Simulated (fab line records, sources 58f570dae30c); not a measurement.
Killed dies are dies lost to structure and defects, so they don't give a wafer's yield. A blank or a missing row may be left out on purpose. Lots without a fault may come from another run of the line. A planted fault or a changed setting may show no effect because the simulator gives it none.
Split-lot experiment | flow berkeley_cmos170 | 5 lots, 23 wafers read, on a route of 331 steps

THE SPLIT
At UCB170_SDANNEAL_RTA_01 (time 5 s), the setting time_s was moved away from the recipe's 5 s on 5 of the 23 wafers read, by -12.7% to +7.4%. The other wafers ran this setting at the recipe's value.

FROM THE SPLIT TO THE READING: what the file shows between them, 1 step
- UCB170_SDANNEAL_RS_MEAS_02: measures by four-point-probe

THE READING
NSD_RS, in ohm/sq, at UCB170_SDANNEAL_RS_MEAS_03 (measures by four-point-probe). Fault-free wafers of this fab line usually give 37.01 ohm/sq, standard deviation 0.096 ohm/sq.

wafer  | tool, chamber at the split | time_s as run, s | against the recipe | NSD_RS, ohm/sq | against lot-mates on the recipe
L074.1 | rtp_anneal-02, 0           | 5                | recipe             | 37.01          | -
L074.2 | rtp_anneal-02, 0           | 5                | recipe             | 37.02          | -
L074.3 | rtp_anneal-02, 0           | 5                | recipe             | 37.14          | -
L074.4 | rtp_anneal-02, 0           | 5                | recipe             | 37.01          | -
L074.5 | rtp_anneal-02, 0           | 5                | recipe             | 37.02          | -
L075.1 | rtp_anneal-01, 0           | 5.368            | +7.4%              | 36.73          | -0.24
L075.2 | rtp_anneal-01, 0           | 5.368            | +7.4%              | 36.74          | -0.23
L075.3 | rtp_anneal-01, 0           | 5.368            | +7.4%              | 36.61          | -0.36
L075.4 | rtp_anneal-01, 0           | 5                | recipe             | 36.94          | -
L075.5 | rtp_anneal-01, 0           | 5                | recipe             | 37.01          | -
L077.1 | rtp_anneal-01, 0           | 5                | recipe             | 36.96          | -
L077.2 | rtp_anneal-01, 0           | 4.366            | -12.7%             | 37.38          | +0.42
L077.3 | rtp_anneal-01, 0           | 5                | recipe             | 36.92          | -
L077.4 | rtp_anneal-01, 0           | 4.366            | -12.7%             | 37.39          | +0.43
L077.5 | rtp_anneal-01, 0           | 5                | recipe             | 36.99          | -
L084.1 | rtp_anneal-01, 0           | 5                | recipe             | 36.94          | -
L084.2 | rtp_anneal-01, 0           | 5                | recipe             | 36.99          | -
L084.4 | rtp_anneal-01, 0           | 5                | recipe             | 36.87          | -
L084.5 | rtp_anneal-01, 0           | 5                | recipe             | 36.92          | -
L084.6 | rtp_anneal-01, 0           | 5                | recipe             | 36.96          | -
L085.1 | rtp_anneal-01, 0           | 5                | recipe             | 36.96          | -
L085.2 | rtp_anneal-01, 0           | 5                | recipe             | 36.97          | -
L085.4 | rtp_anneal-01, 0           | 5                | recipe             | 36.96          | -

THE FIT
A straight line over all 23 wafers: NSD_RS changes by -0.0344 ohm/sq for each +1% of time_s; r = -0.94; the points scatter about the line by 0.058 ohm/sq.
The same after taking each lot's own level away (the mean of its wafers on the recipe; 23 wafers): -0.0353 ohm/sq for each +1%; r = -0.97; scatter 0.042 ohm/sq.
On that fit, the largest move of time_s shifts the reading by 0.45 ohm/sq.
The lots' own levels span 36.936 to 37.040 ohm/sq, that is 1.1 times the standard deviation above.
So the lot-to-lot level changes the slope little: the two slopes agree.
Check: with one of the wafers moved furthest among these (-12.7%) left out of the fit, the line predicts +0.455 ohm/sq for it against its lot-mates. It came out at +0.423 ohm/sq against them.

THE WHOLE CHAIN: every reading that the file lists as answering this split, in the file's order
step                       | what it does                 | reading | change (the file's fit)             | r (the file's)
UCB170_SDANNEAL_RS_MEAS_02 | measures by four-point-probe | PSD_RS  | -0.198 for each +1% of the setting  | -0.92
UCB170_SDANNEAL_RS_MEAS_03 | measures by four-point-probe | NSD_RS  | -0.0347 for each +1% of the setting | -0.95

THE FILE'S OWN FIT
NSD_RS changes by -0.0347 ohm/sq for each +1% of time_s, r = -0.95.
